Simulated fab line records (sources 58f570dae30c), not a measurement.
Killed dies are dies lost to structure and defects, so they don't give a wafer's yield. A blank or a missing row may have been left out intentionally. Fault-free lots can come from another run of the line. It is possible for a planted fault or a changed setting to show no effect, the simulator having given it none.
Which tool is to blame? || flow berkeley cmos170 || 14 lots with 42 wafers sampled at 2 steps, on a route of 331 steps

WHAT THE GAUGES SHOWED, per wafer
UCB170_M2_OVL_MEAS_16. Usual: M2_OVL -3 nm, standard deviation 5.
{"lot": "L680", "measured": "day 7 11:12", "on": "overlay-02", "M2_OVL (nm)": "-4 -4 -2", "flag": ""}
{"lot": "L679", "measured": "day 7 18:17", "on": "overlay-01", "M2_OVL (nm)": "1 1 0", "flag": ""}
{"lot": "L681", "measured": "day 7 23:17", "on": "overlay-01", "M2_OVL (nm)": "-7 -7 -2", "flag": ""}
{"lot": "L683", "measured": "day 8 12:47", "on": "overlay-02", "M2_OVL (nm)": "-9 -5 -12", "flag": ""}
{"lot": "L685", "measured": "day 9 00:53", "on": "overlay-02", "M2_OVL (nm)": "-3 0 -2", "flag": ""}
{"lot": "L686", "measured": "day 9 00:37", "on": "overlay-02", "M2_OVL (nm)": "-9 -2 -9", "flag": ""}
{"lot": "L687", "measured": "day 9 22:31", "on": "overlay-02", "M2_OVL (nm)": "1 -2 -4", "flag": ""}
{"lot": "L688", "measured": "day 9 22:37", "on": "overlay-02", "M2_OVL (nm)": "-3 5 2", "flag": ""}
{"lot": "L691", "measured": "day 10 13:53", "on": "overlay-01", "M2_OVL (nm)": "-8 -7 -10", "flag": ""}
{"lot": "L695", "measured": "day 11 02:09", "on": "overlay-02", "M2_OVL (nm)": "-7 -4 -1", "flag": ""}
{"lot": "L696", "measured": "day 11 02:25", "on": "overlay-01", "M2_OVL (nm)": "2 -6 -5", "flag": ""}
{"lot": "L698", "measured": "day 11 22:08", "on": "overlay-02", "M2_OVL (nm)": "-7 -1 -1", "flag": ""}
{"lot": "L701", "measured": "day 11 21:46", "on": "overlay-02", "M2_OVL (nm)": "-4 -5 7", "flag": ""}
{"lot": "L702", "measured": "day 11 23:13", "on": "overlay-02", "M2_OVL (nm)": "-3 -11 -9", "flag": ""}

WHICH TOOL RAN EACH LOT (tool, then ch and the chambers of the sampled wafers, then the start)
{"lot": "L680", "UCB170_NLDD_IMPLANT_08": "implanter-04 ch 0, day 6 07:53"}
{"lot": "L679", "UCB170_NLDD_IMPLANT_08": "implanter-04 ch 0, day 6 08:40"}
{"lot": "L681", "UCB170_NLDD_IMPLANT_08": "implanter-03 ch 0, day 6 18:43"}
{"lot": "L683", "UCB170_NLDD_IMPLANT_08": "implanter-03 ch 0, day 7 07:16"}
{"lot": "L685", "UCB170_NLDD_IMPLANT_08": "implanter-04 ch 0, day 7 22:22"}
{"lot": "L686", "UCB170_NLDD_IMPLANT_08": "implanter-03 ch 0, day 7 23:48"}
{"lot": "L687", "UCB170_NLDD_IMPLANT_08": "implanter-04 ch 0, day 8 11:28"}
{"lot": "L688", "UCB170_NLDD_IMPLANT_08": "implanter-03 ch 0, day 8 12:43"}
{"lot": "L691", "UCB170_NLDD_IMPLANT_08": "implanter-03 ch 0, day 9 03:34"}
{"lot": "L695", "UCB170_NLDD_IMPLANT_08": "implanter-03 ch 0, day 9 15:24"}
{"lot": "L696", "UCB170_NLDD_IMPLANT_08": "implanter-02 ch 0, day 9 21:26"}
{"lot": "L698", "UCB170_NLDD_IMPLANT_08": "implanter-02 ch 0, day 10 13:07"}
{"lot": "L701", "UCB170_NLDD_IMPLANT_08": "implanter-04 ch 0, day 10 14:50"}
{"lot": "L702", "UCB170_NLDD_IMPLANT_08": "implanter-02 ch 0, day 10 15:37"}
- UCB170_NLDD_IMPLANT_08

WHAT THE TOOLS THEMSELVES READ (means of the sampled wafers that have a number; where no wafer has one, the mark that the record gives instead)
UCB170_NLDD_IMPLANT_08. Usual: beam energy keV 30.001, standard deviation 0.0084.
{"lot": "L680", "tool": "implanter-04", "beam energy keV": 29.996, "flag": ""}
{"lot": "L679", "tool": "implanter-04", "beam energy keV": 30.005, "flag": ""}
{"lot": "L681", "tool": "implanter-03", "beam energy keV": 30.004, "flag": ""}
{"lot": "L683", "tool": "implanter-03", "beam energy keV": 29.996, "flag": ""}
{"lot": "L685", "tool": "implanter-04", "beam energy keV": 30.010, "flag": ""}
{"lot": "L686", "tool": "implanter-03", "beam energy keV": 30.001, "flag": ""}
{"lot": "L687", "tool": "implanter-04", "beam energy keV": 29.995, "flag": ""}
{"lot": "L688", "tool": "implanter-03", "beam energy keV": 29.996, "flag": ""}
{"lot": "L691", "tool": "implanter-03", "beam energy keV": 29.429, "flag": "OFF"}
{"lot": "L695", "tool": "implanter-03", "beam energy keV": 29.425, "flag": "OFF"}
{"lot": "L696", "tool": "implanter-02", "beam energy keV": 30.012, "flag": ""}
{"lot": "L698", "tool": "implanter-02", "beam energy keV": 30.001, "flag": ""}
{"lot": "L701", "tool": "implanter-04", "beam energy keV": 30.006, "flag": ""}
{"lot": "L702", "tool": "implanter-02", "beam energy keV": 30.005, "flag": ""}

THE ANSWER, worked out from the rows above alone
Rule: a lot is off if the mean of its wafers that have a number lies more than 3 standard deviations from the usual mean. Also off: a lot with no number at a reading for which 4 or more lots have one. All remaining lots with rows at the step are treated as sound. Order of review: gauges by route order, followed by the tools' own readings, for which a lot's mean as printed above is used. At the first step where some lot is off, the reading lying furthest off is the one used; lots without a number count as furthest.
Off, at UCB170_NLDD_IMPLANT_08 on beam energy keV: L691, L695.
A tool fits if, at that step or a process step before it, it ran every lot that is off, and no sound lot after the first of them. One fits: UCB170_NLDD_IMPLANT_08 on implanter-03. A fault onset in the window from L688 (day 8 12:43, its last sound lot) to L691 (day 9 03:34, its first lot off) fits.
On the lots that are off, the tool's own readings at UCB170_NLDD_IMPLANT_08 differ by more than 5 times the standard deviation of the sound lots' means, which bears it out; beam energy keV reads 29.427 there versus 30.002 on the sound lots.

WHAT THE SIMULATOR HAD PUT IN
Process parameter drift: implanter-03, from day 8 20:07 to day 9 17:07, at UCB170_NLDD_IMPLANT_08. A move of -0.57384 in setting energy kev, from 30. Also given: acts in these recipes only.
Struck lots among those shown: L691, L695. The rule above reached the same finding.
